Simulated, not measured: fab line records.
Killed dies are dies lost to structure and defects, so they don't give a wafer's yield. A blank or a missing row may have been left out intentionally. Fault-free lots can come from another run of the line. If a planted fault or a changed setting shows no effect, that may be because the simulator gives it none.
The tool behind it: which one? || flow rit_cmos || 14 lots with 42 wafers sampled at 2 steps, on a route of 202 steps

WHAT EACH GAUGE READ, for each wafer
The record holds no reading of a measuring or inspecting step that can be judged against a usual standard deviation.

WHAT TOOL EACH LOT RAN ON (gives the tool, then ch and the chambers of the sampled wafers, and finally the start)
{"lot": "L897", "RIT_M1_METAL_ETCH_12": "rie_metal-02 ch 1, day 3 17:52", "RIT_M1_PROBE_99": "prober-01, day 3 20:08"}
{"lot": "L898", "RIT_M1_METAL_ETCH_12": "rie_metal-01 ch 0,1, day 3 21:19", "RIT_M1_PROBE_99": "prober-02, day 3 23:35"}
{"lot": "L899", "RIT_M1_METAL_ETCH_12": "rie_metal-03 ch 0,1, day 4 02:53", "RIT_M1_PROBE_99": "prober-01, day 4 06:43"}
{"lot": "L900", "RIT_M1_METAL_ETCH_12": "rie_metal-02 ch 0,1, day 4 07:19", "RIT_M1_PROBE_99": "prober-02, day 4 10:49"}
{"lot": "L901", "RIT_M1_METAL_ETCH_12": "rie_metal-01 ch 0,1, day 4 15:02", "RIT_M1_PROBE_99": "prober-01, day 4 18:12"}
{"lot": "L902", "RIT_M1_METAL_ETCH_12": "rie_metal-03 ch 0,1, day 4 20:11", "RIT_M1_PROBE_99": "prober-02, day 4 22:57"}
{"lot": "L905", "RIT_M1_METAL_ETCH_12": "rie_metal-03 ch 0,1, day 5 10:40", "RIT_M1_PROBE_99": "prober-01, day 5 13:41"}
{"lot": "L908", "RIT_M1_METAL_ETCH_12": "rie_metal-03 ch 1, day 6 13:28", "RIT_M1_PROBE_99": "prober-02, day 6 16:06"}
{"lot": "L910", "RIT_M1_METAL_ETCH_12": "rie_metal-01 ch 0,1, day 6 18:43", "RIT_M1_PROBE_99": "prober-02, day 6 20:58"}
{"lot": "L911", "RIT_M1_METAL_ETCH_12": "rie_metal-03 ch 0,1, day 7 01:59", "RIT_M1_PROBE_99": "prober-01, day 7 04:49"}
{"lot": "L912", "RIT_M1_METAL_ETCH_12": "rie_metal-01 ch 0,1, day 7 02:35", "RIT_M1_PROBE_99": "prober-02, day 7 05:29"}
{"lot": "L914", "RIT_M1_METAL_ETCH_12": "rie_metal-02 ch 0,1, day 7 14:41", "RIT_M1_PROBE_99": "prober-02, day 7 17:00"}
{"lot": "L917", "RIT_M1_METAL_ETCH_12": "rie_metal-02 ch 0,1, day 8 01:42", "RIT_M1_PROBE_99": "prober-01, day 8 04:00"}
{"lot": "L918", "RIT_M1_METAL_ETCH_12": "rie_metal-01 ch 1, day 8 03:14", "RIT_M1_PROBE_99": "prober-02, day 8 05:38"}
- RIT_M1_METAL_ETCH_12: etches Al in Cl2/BCl3, stops on SiO2, time 165 s, target depth 600 nm.
- RIT_M1_PROBE_99

AS READ BY THE TOOLS THEMSELVES (means over the sampled wafers that have a number; for cases with no such wafer, the mark the record gives instead)
RIT_M1_METAL_ETCH_12. Usual: drypump_motor_current_A 5.8 A, standard deviation 0.55; oes_product_au 0.771 a.u., standard deviation 0.012; throttle_valve_pct 8.20 %, standard deviation 0.12.
{"lot": "L897", "tool": "rie_metal-02", "drypump_motor_current_A (A)": 5.9, "oes_product_au (a.u.)": 0.751, "throttle_valve_pct (%)": 8.20, "flag": ""}
{"lot": "L898", "tool": "rie_metal-01", "drypump_motor_current_A (A)": 5.6, "oes_product_au (a.u.)": 0.774, "throttle_valve_pct (%)": 8.14, "flag": ""}
{"lot": "L899", "tool": "rie_metal-03", "drypump_motor_current_A (A)": 5.4, "oes_product_au (a.u.)": 0.761, "throttle_valve_pct (%)": 8.24, "flag": ""}
{"lot": "L900", "tool": "rie_metal-02", "drypump_motor_current_A (A)": 6.4, "oes_product_au (a.u.)": 0.765, "throttle_valve_pct (%)": 8.17, "flag": ""}
{"lot": "L901", "tool": "rie_metal-01", "drypump_motor_current_A (A)": 6.1, "oes_product_au (a.u.)": 0.766, "throttle_valve_pct (%)": 8.26, "flag": ""}
{"lot": "L902", "tool": "rie_metal-03", "drypump_motor_current_A (A)": 5.5, "oes_product_au (a.u.)": 0.779, "throttle_valve_pct (%)": 8.28, "flag": ""}
{"lot": "L905", "tool": "rie_metal-03", "drypump_motor_current_A (A)": 5.5, "oes_product_au (a.u.)": 0.774, "throttle_valve_pct (%)": 8.28, "flag": ""}
{"lot": "L908", "tool": "rie_metal-03", "drypump_motor_current_A (A)": 5.2, "oes_product_au (a.u.)": 0.771, "throttle_valve_pct (%)": 8.19, "flag": ""}
{"lot": "L910", "tool": "rie_metal-01", "drypump_motor_current_A (A)": 6.1, "oes_product_au (a.u.)": 0.773, "throttle_valve_pct (%)": 8.26, "flag": ""}
{"lot": "L911", "tool": "rie_metal-03", "drypump_motor_current_A (A)": 5.3, "oes_product_au (a.u.)": 0.768, "throttle_valve_pct (%)": 8.23, "flag": ""}
{"lot": "L912", "tool": "rie_metal-01", "drypump_motor_current_A (A)": 5.6, "oes_product_au (a.u.)": 0.779, "throttle_valve_pct (%)": 8.14, "flag": ""}
{"lot": "L914", "tool": "rie_metal-02", "drypump_motor_current_A (A)": 6.4, "oes_product_au (a.u.)": 0.774, "throttle_valve_pct (%)": 8.18, "flag": ""}
{"lot": "L917", "tool": "rie_metal-02", "drypump_motor_current_A (A)": 6.1, "oes_product_au (a.u.)": 0.771, "throttle_valve_pct (%)": 8.18, "flag": ""}
{"lot": "L918", "tool": "rie_metal-01", "drypump_motor_current_A (A)": 5.2, "oes_product_au (a.u.)": 0.771, "throttle_valve_pct (%)": 8.02, "flag": ""}

RIT_M1_PROBE_99. Usual: defect_limited_yield 97.5 %, standard deviation 1; killed_at_M0_to_M3 0.0, standard deviation 0.12; killed_at_contacts 0.1, standard deviation 0.24; killed_at_front_end 6.6, standard deviation 2.7; killed_dies 6.6, standard deviation 2.7; killed_on_rim 1.7, standard deviation 1.3; killed_open 3.3, standard deviation 1.8; killed_short 3.4, standard deviation 1.9; sort_bin_3_pad_short 0.1 %, standard deviation 0.19; sort_bin_5_function 1.5 %, standard deviation 0.78; sort_bin_6_memory 0.9 %, standard deviation 0.63; sort_n_pass 257.4, standard deviation 2.7; sort_yield_pct 97.5 %, standard deviation 1.
{"lot": "L897", "tool": "prober-01", "defect_limited_yield (%)": 97.1, "killed_at_M0_to_M3": 0.0, "killed_at_contacts": 0.0, "killed_at_front_end": 7.7, "killed_dies": 7.7, "killed_on_rim": 1.3, "killed_open": 4.0, "killed_short": 3.7, "sort_bin_3_pad_short (%)": 0.1, "sort_bin_5_function (%)": 2.4, "sort_bin_6_memory (%)": 0.4, "sort_n_pass": 256.3, "sort_yield_pct (%)": 97.1, "flag": ""}
{"lot": "L898", "tool": "prober-02", "defect_limited_yield (%)": 97.7, "killed_at_M0_to_M3": 0.0, "killed_at_contacts": 0.0, "killed_at_front_end": 6.0, "killed_dies": 6.0, "killed_on_rim": 1.3, "killed_open": 2.3, "killed_short": 3.7, "sort_bin_3_pad_short (%)": 0.3, "sort_bin_5_function (%)": 1.3, "sort_bin_6_memory (%)": 0.8, "sort_n_pass": 258.0, "sort_yield_pct (%)": 97.7, "flag": ""}
{"lot": "L899", "tool": "prober-01", "defect_limited_yield (%)": 97.1, "killed_at_M0_to_M3": 0.3, "killed_at_contacts": 0.0, "killed_at_front_end": 7.3, "killed_dies": 7.7, "killed_on_rim": 2.0, "killed_open": 4.7, "killed_short": 3.0, "sort_bin_3_pad_short (%)": 0.0, "sort_bin_5_function (%)": 1.9, "sort_bin_6_memory (%)": 1.0, "sort_n_pass": 256.3, "sort_yield_pct (%)": 97.1, "flag": ""}
{"lot": "L900", "tool": "prober-02", "defect_limited_yield (%)": 96.2, "killed_at_M0_to_M3": 0.0, "killed_at_contacts": 0.0, "killed_at_front_end": 10.0, "killed_dies": 10.0, "killed_on_rim": 3.3, "killed_open": 5.7, "killed_short": 4.3, "sort_bin_3_pad_short (%)": 0.3, "sort_bin_5_function (%)": 2.1, "sort_bin_6_memory (%)": 1.4, "sort_n_pass": 254.0, "sort_yield_pct (%)": 96.2, "flag": ""}
{"lot": "L901", "tool": "prober-01", "defect_limited_yield (%)": 98.0, "killed_at_M0_to_M3": 0.0, "killed_at_contacts": 0.0, "killed_at_front_end": 5.3, "killed_dies": 5.3, "killed_on_rim": 2.0, "killed_open": 3.0, "killed_short": 2.3, "sort_bin_3_pad_short (%)": 0.1, "sort_bin_5_function (%)": 1.3, "sort_bin_6_memory (%)": 0.7, "sort_n_pass": 258.7, "sort_yield_pct (%)": 98.0, "flag": ""}
{"lot": "L902", "tool": "prober-02", "defect_limited_yield (%)": 97.9, "killed_at_M0_to_M3": 0.0, "killed_at_contacts": 0.0, "killed_at_front_end": 5.7, "killed_dies": 5.7, "killed_on_rim": 0.3, "killed_open": 1.7, "killed_short": 4.0, "sort_bin_3_pad_short (%)": 0.1, "sort_bin_5_function (%)": 1.3, "sort_bin_6_memory (%)": 0.8, "sort_n_pass": 258.3, "sort_yield_pct (%)": 97.9, "flag": ""}
{"lot": "L905", "tool": "prober-01", "defect_limited_yield (%)": 97.9, "killed_at_M0_to_M3": 0.0, "killed_at_contacts": 0.0, "killed_at_front_end": 5.7, "killed_dies": 5.7, "killed_on_rim": 1.3, "killed_open": 3.3, "killed_short": 2.3, "sort_bin_3_pad_short (%)": 0.0, "sort_bin_5_function (%)": 1.3, "sort_bin_6_memory (%)": 0.9, "sort_n_pass": 258.3, "sort_yield_pct (%)": 97.9, "flag": ""}
{"lot": "L908", "tool": "prober-02", "defect_limited_yield (%)": 89.7, "killed_at_M0_to_M3": 23.3, "killed_at_contacts": 0.3, "killed_at_front_end": 3.7, "killed_dies": 27.3, "killed_on_rim": 10.7, "killed_open": 1.7, "killed_short": 2.3, "sort_bin_3_pad_short (%)": 2.2, "sort_bin_5_function (%)": 6.6, "sort_bin_6_memory (%)": 1.6, "sort_n_pass": 236.7, "sort_yield_pct (%)": 89.7, "flag": "OFF"}
{"lot": "L910", "tool": "prober-02", "defect_limited_yield (%)": 96.8, "killed_at_M0_to_M3": 0.0, "killed_at_contacts": 0.3, "killed_at_front_end": 8.0, "killed_dies": 8.3, "killed_on_rim": 1.0, "killed_open": 4.0, "killed_short": 4.3, "sort_bin_3_pad_short (%)": 0.0, "sort_bin_5_function (%)": 2.2, "sort_bin_6_memory (%)": 1.0, "sort_n_pass": 255.7, "sort_yield_pct (%)": 96.8, "flag": ""}
{"lot": "L911", "tool": "prober-01", "defect_limited_yield (%)": 92.8, "killed_at_M0_to_M3": 13.3, "killed_at_contacts": 0.0, "killed_at_front_end": 5.7, "killed_dies": 19.0, "killed_on_rim": 7.3, "killed_open": 3.7, "killed_short": 2.0, "sort_bin_3_pad_short (%)": 2.0, "sort_bin_5_function (%)": 3.8, "sort_bin_6_memory (%)": 1.4, "sort_n_pass": 245.0, "sort_yield_pct (%)": 92.8, "flag": "OFF"}
{"lot": "L912", "tool": "prober-02", "defect_limited_yield (%)": 96.8, "killed_at_M0_to_M3": 0.0, "killed_at_contacts": 0.0, "killed_at_front_end": 8.3, "killed_dies": 8.3, "killed_on_rim": 1.3, "killed_open": 2.3, "killed_short": 6.0, "sort_bin_3_pad_short (%)": 0.0, "sort_bin_5_function (%)": 2.4, "sort_bin_6_memory (%)": 0.8, "sort_n_pass": 255.7, "sort_yield_pct (%)": 96.8, "flag": ""}
{"lot": "L914", "tool": "prober-02", "defect_limited_yield (%)": 97.7, "killed_at_M0_to_M3": 0.0, "killed_at_contacts": 0.0, "killed_at_front_end": 6.0, "killed_dies": 6.0, "killed_on_rim": 0.7, "killed_open": 2.7, "killed_short": 3.3, "sort_bin_3_pad_short (%)": 0.1, "sort_bin_5_function (%)": 1.3, "sort_bin_6_memory (%)": 0.9, "sort_n_pass": 258.0, "sort_yield_pct (%)": 97.7, "flag": ""}
{"lot": "L917", "tool": "prober-01", "defect_limited_yield (%)": 98.1, "killed_at_M0_to_M3": 0.0, "killed_at_contacts": 0.3, "killed_at_front_end": 4.7, "killed_dies": 5.0, "killed_on_rim": 2.0, "killed_open": 2.3, "killed_short": 2.7, "sort_bin_3_pad_short (%)": 0.1, "sort_bin_5_function (%)": 0.9, "sort_bin_6_memory (%)": 0.9, "sort_n_pass": 259.0, "sort_yield_pct (%)": 98.1, "flag": ""}
{"lot": "L918", "tool": "prober-02", "defect_limited_yield (%)": 97.3, "killed_at_M0_to_M3": 0.0, "killed_at_contacts": 0.3, "killed_at_front_end": 6.7, "killed_dies": 7.0, "killed_on_rim": 1.7, "killed_open": 3.3, "killed_short": 3.7, "sort_bin_3_pad_short (%)": 0.0, "sort_bin_5_function (%)": 1.5, "sort_bin_6_memory (%)": 1.1, "sort_n_pass": 257.0, "sort_yield_pct (%)": 97.3, "flag": ""}

THE ANSWER, worked out from the rows above alone
Rule: lot off if the mean of its wafers having a number is beyond 3 standard deviations from the usual mean. A lot without any number at a reading at which 4 lots or more have one is off too. Any other lot the step has rows for is counted as sound. Order of review: gauges by route order, followed by the tools' own readings, for which a lot's mean as printed above is used. The first step at which some lot is off is used, and at that step the reading that is off furthest; a lot without a number counts as furthest.
Off, at RIT_M1_PROBE_99 on killed_at_M0_to_M3: L908, L911.
A tool fits if, at that step or a process step before it, it ran every lot that is off, and no sound lot after the first of them. One fits: RIT_M1_METAL_ETCH_12 on rie_metal-03. Its last sound lot is L905 (day 5 10:40), its first lot that is off L908 (day 6 13:28): a fault that began between those two fits.

WHAT HAD BEEN PUT IN BY THE SIMULATOR
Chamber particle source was rie_metal-03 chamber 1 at RIT_M1_METAL_ETCH_12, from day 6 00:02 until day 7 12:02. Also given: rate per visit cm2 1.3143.
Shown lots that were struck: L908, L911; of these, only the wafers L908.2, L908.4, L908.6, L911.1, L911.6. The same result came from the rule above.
